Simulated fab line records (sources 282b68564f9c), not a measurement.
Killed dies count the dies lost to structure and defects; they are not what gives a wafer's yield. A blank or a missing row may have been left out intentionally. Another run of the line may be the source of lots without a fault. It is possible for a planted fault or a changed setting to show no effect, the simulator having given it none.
The tool behind it: which one? || flow rit cmos || Sampling: 11 lots, 33 wafers, 2 of 202 route steps

== WHAT EACH GAUGE READ, for each wafer ==
RIT_M1_RS_MEAS_01: the measuring method here is four-point-probe.
{"lot": "L685", "measured": "day 3 05:54", "on": "film metro-02", "M1_AL_RS (ohm/sq)": "0.0738 0.0742 0.0748"}
{"lot": "L686", "measured": "day 3 10:35", "on": "film metro-03", "M1_AL_RS (ohm/sq)": "0.0741 0.0745 0.0744"}
{"lot": "L687", "measured": "day 3 15:46", "on": "film metro-01", "M1_AL_RS (ohm/sq)": "0.0733 0.0743 0.0739"}
{"lot": "L688", "measured": "day 3 19:07", "on": "film metro-01", "M1_AL_RS (ohm/sq)": "0.0733 0.0734 0.0734"}
{"lot": "L691", "measured": "day 4 11:15", "on": "film metro-03", "M1_AL_RS (ohm/sq)": "0.0747 0.0733 0.0737"}
{"lot": "L696", "measured": "day 5 12:48", "on": "film metro-02", "M1_AL_RS (ohm/sq)": "0.0745 0.0767 0.0729"}
{"lot": "L699", "measured": "day 6 03:48", "on": "film metro-01", "M1_AL_RS (ohm/sq)": "0.0728 0.0735 0.0725"}
{"lot": "L701", "measured": "day 6 12:37", "on": "film metro-03", "M1_AL_RS (ohm/sq)": "0.0741 0.0729 0.0740"}
{"lot": "L703", "measured": "day 7 00:33", "on": "film metro-01", "M1_AL_RS (ohm/sq)": "0.0737 0.0738 0.0735"}
{"lot": "L705", "measured": "day 7 09:38", "on": "film metro-02", "M1_AL_RS (ohm/sq)": "0.0732 0.0726 0.0725"}
{"lot": "L707", "measured": "day 7 19:24", "on": "film metro-03", "M1_AL_RS (ohm/sq)": "0.0737 0.0745 0.0743"}

== WHAT TOOL EACH LOT RAN ON (gives the tool, then ch and the chambers of the sampled wafers, and finally the start) ==
{"lot": "L685", "RIT_M1_SPUTTER_00": "pvd sputter-02, day 3 05:35"}
{"lot": "L686", "RIT_M1_SPUTTER_00": "pvd sputter-03, day 3 10:15"}
{"lot": "L687", "RIT_M1_SPUTTER_00": "pvd sputter-02, day 3 15:27"}
{"lot": "L688", "RIT_M1_SPUTTER_00": "pvd sputter-03, day 3 18:49"}
{"lot": "L691", "RIT_M1_SPUTTER_00": "pvd sputter-02, day 4 10:55"}
{"lot": "L696", "RIT_M1_SPUTTER_00": "pvd sputter-03, day 5 12:29"}
{"lot": "L699", "RIT_M1_SPUTTER_00": "pvd sputter-01, day 6 03:29"}
{"lot": "L701", "RIT_M1_SPUTTER_00": "pvd sputter-02, day 6 12:17"}
{"lot": "L703", "RIT_M1_SPUTTER_00": "pvd sputter-02, day 7 00:13"}
{"lot": "L705", "RIT_M1_SPUTTER_00": "pvd sputter-02, day 7 09:20"}
{"lot": "L707", "RIT_M1_SPUTTER_00": "pvd sputter-02, day 7 19:06"}
- RIT_M1_SPUTTER_00: material Al, target thk 400 nm, time 500 s.

== WHAT THE TOOLS THEMSELVES READ (means of the sampled wafers that have a number; where no wafer has one, the mark that the record gives instead) ==
RIT_M1_SPUTTER_00.
{"lot": "L685", "tool": "pvd sputter-02", "chamber pressure pa (Pa)": 0.4001, "throttle valve pct (%)": 29.7}
{"lot": "L686", "tool": "pvd sputter-03", "chamber pressure pa (Pa)": 0.4001, "throttle valve pct (%)": 30.3}
{"lot": "L687", "tool": "pvd sputter-02", "chamber pressure pa (Pa)": 0.4005, "throttle valve pct (%)": 29.6}
{"lot": "L688", "tool": "pvd sputter-03", "chamber pressure pa (Pa)": 0.3997, "throttle valve pct (%)": 30.8}
{"lot": "L691", "tool": "pvd sputter-02", "chamber pressure pa (Pa)": 0.3998, "throttle valve pct (%)": 29.0}
{"lot": "L696", "tool": "pvd sputter-03", "chamber pressure pa (Pa)": 0.4183, "throttle valve pct (%)": 29.9}
{"lot": "L699", "tool": "pvd sputter-01", "chamber pressure pa (Pa)": 0.3997, "throttle valve pct (%)": 30.0}
{"lot": "L701", "tool": "pvd sputter-02", "chamber pressure pa (Pa)": 0.4001, "throttle valve pct (%)": 29.1}
{"lot": "L703", "tool": "pvd sputter-02", "chamber pressure pa (Pa)": 0.4002, "throttle valve pct (%)": 29.1}
{"lot": "L705", "tool": "pvd sputter-02", "chamber pressure pa (Pa)": 0.3994, "throttle valve pct (%)": 29.8}
{"lot": "L707", "tool": "pvd sputter-02", "chamber pressure pa (Pa)": 0.4009, "throttle valve pct (%)": 29.1}

== THE ANSWER, worked out from the rows above alone ==
Rule: usual is defined by the lots themselves. Put in order of their means at a reading, lots are off if they are a third of the lots or fewer, leave a main group of 4 or more, and stand apart from it by a gap of 3 or more times the standard deviation of the main group's means; of several such gaps the widest counts. A main group whose means are all the same, to the digits that the tables above print for the reading, isn't used. A lot without any number at a reading at which 4 lots or more have one is off too. The other lots that the step has rows for count as sound. The gauges are gone through in route order, then the tools' own readings, and for those a lot's mean is taken as printed above. At the first step where some lot is off, the reading lying furthest off is the one used; lots without a number count as furthest.
Off: L696 (RIT_M1_SPUTTER_00, chamber pressure pa). Mean 0.4001 Pa and standard deviation 0.00041 in the main group.
A tool fits if, at that step or a process step before it, it ran every lot that is off, and no sound lot after the first of them. One fits: RIT_M1_SPUTTER_00 on pvd sputter-03. A fault onset in the window from L688 (day 3 18:49, its last sound lot) to L696 (day 5 12:29, its first lot off) fits.
The tool's own readings at RIT_M1_SPUTTER_00 bear it out: on the lots that are off they differ by more than 5 times the standard deviation of the sound lots' means. chamber pressure pa reads 0.4183 Pa there against 0.4001 Pa on the sound lots.

== WHAT THE SIMULATOR HAD PUT IN ==
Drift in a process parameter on pvd sputter-03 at RIT_M1_SPUTTER_00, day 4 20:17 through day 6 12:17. Setting chamber pressure pa, moved by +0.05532, from 0.4. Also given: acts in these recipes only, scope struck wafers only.
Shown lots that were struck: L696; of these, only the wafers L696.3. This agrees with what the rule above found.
